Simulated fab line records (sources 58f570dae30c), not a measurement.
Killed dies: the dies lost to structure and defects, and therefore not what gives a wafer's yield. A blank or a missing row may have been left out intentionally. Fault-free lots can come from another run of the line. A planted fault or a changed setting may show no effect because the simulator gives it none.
8D (eight disciplines) problem report, filled in by code || flow berkeley cmos170 || the parts of the form that need people (team, actions taken, sign-off) are left out

## 1. THE ISSUE
NLDD_OVL at UCB170_NLDD_OVL_MEAS_07 reads a mean of 172 nm on 12 wafers of 4 lots; wafers without a fault read -4 nm with a standard deviation of 6. That puts it +29 standard deviations away from the usual mean.
First observed at day 9 19:18: wafer L940.2, on overlay-01. The record holds 48 wafers of 16 lots with a number at this step. Rule for "out" (also "out of limits"): further than 4 standard deviations from the usual mean. All remaining wafers that have a number are taken as sound.

## 2. WHAT THIS IS AND IS NOT
{"question": "which readings at this step", "is": "NLDD_OVL", "is not": "-"}
{"question": "which lots", "is": "L940, L941, L942, L945", "is not": "L928, L929, L930, L931, L934, L935, L937, L938, L939, L943, L944, L948"}
{"question": "which wafers of those lots", "is": "all that have a number", "is not": "-"}
{"question": "read on which gauges", "is": "overlay-01, overlay-02", "is not": "-"}
{"question": "when", "is": "from day 9 19:18", "is not": "up to then (24 sound wafers); but 12 sound wafers of L939, L943, L944, L948 came after"}

## 3. SUSPECTS, AND WHAT RULES EACH OUT
Counting: a tool at any process step up to the reading remains a suspect when it ran all the lots that are out and ran no sound lot after the first of those.
- ruled out: the gauge at UCB170_NLDD_OVL_MEAS_07. 2 gauges (overlay-01, overlay-02) read the wafers that are out.
- krf scanner-01 at UCB170_NLDD_EXPOSE_03 (exposes mask NSELECT, target cd 1200 nm): kept. It ran every lot that is out, first L940 (day 9 18:49), and no sound lot after that; its last sound lot up to then is L938 (day 9 01:52).
The count leaves krf scanner-01 at UCB170_NLDD_EXPOSE_03.

## 4. THE CAUSE (what the simulator had put in)
Scanner matching overlay: krf scanner-01, from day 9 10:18 on, at UCB170_NLDD_EXPOSE_03. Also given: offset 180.
This tool alone remained once counting was done.

## 5. THE EFFECT CHAIN, in route order
Rows list readings where the struck wafers' mean (over those with a number) sits beyond 3 standard deviations from the usual. Readings are gone through only where the record gives a usual standard deviation; hours: the median, over the lots, of the time from a lot's start at the first step in this table giving one to that lot's start at this step; sigmas: the change measured in usual standard deviations.
{"hours": 0, "step": "UCB170_NLDD_OVL_MEAS_07", "reading": "NLDD_OVL", "usual": "-4 nm", "on struck wafers": 172, "change": "+176", "sigmas": "+29"}

## 6. WHAT WOULD HAVE CAUGHT IT SOONER
Counted from the fault's start at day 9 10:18, it took 9 hours until the first out-of-limits reading at a measuring or inspecting step in this record, taken at day 9 19:18.
No tool reading at UCB170_NLDD_EXPOSE_03 that has a usual standard deviation in the record was out on any struck wafer, so an alarm limit of 4 standard deviations on those readings would not have fired.
Among the 4 lots that are out, L941, L942, L945 began UCB170_NLDD_EXPOSE_03 on krf scanner-01 after day 9 19:18. A hold on the tool at that time would have spared those 3.
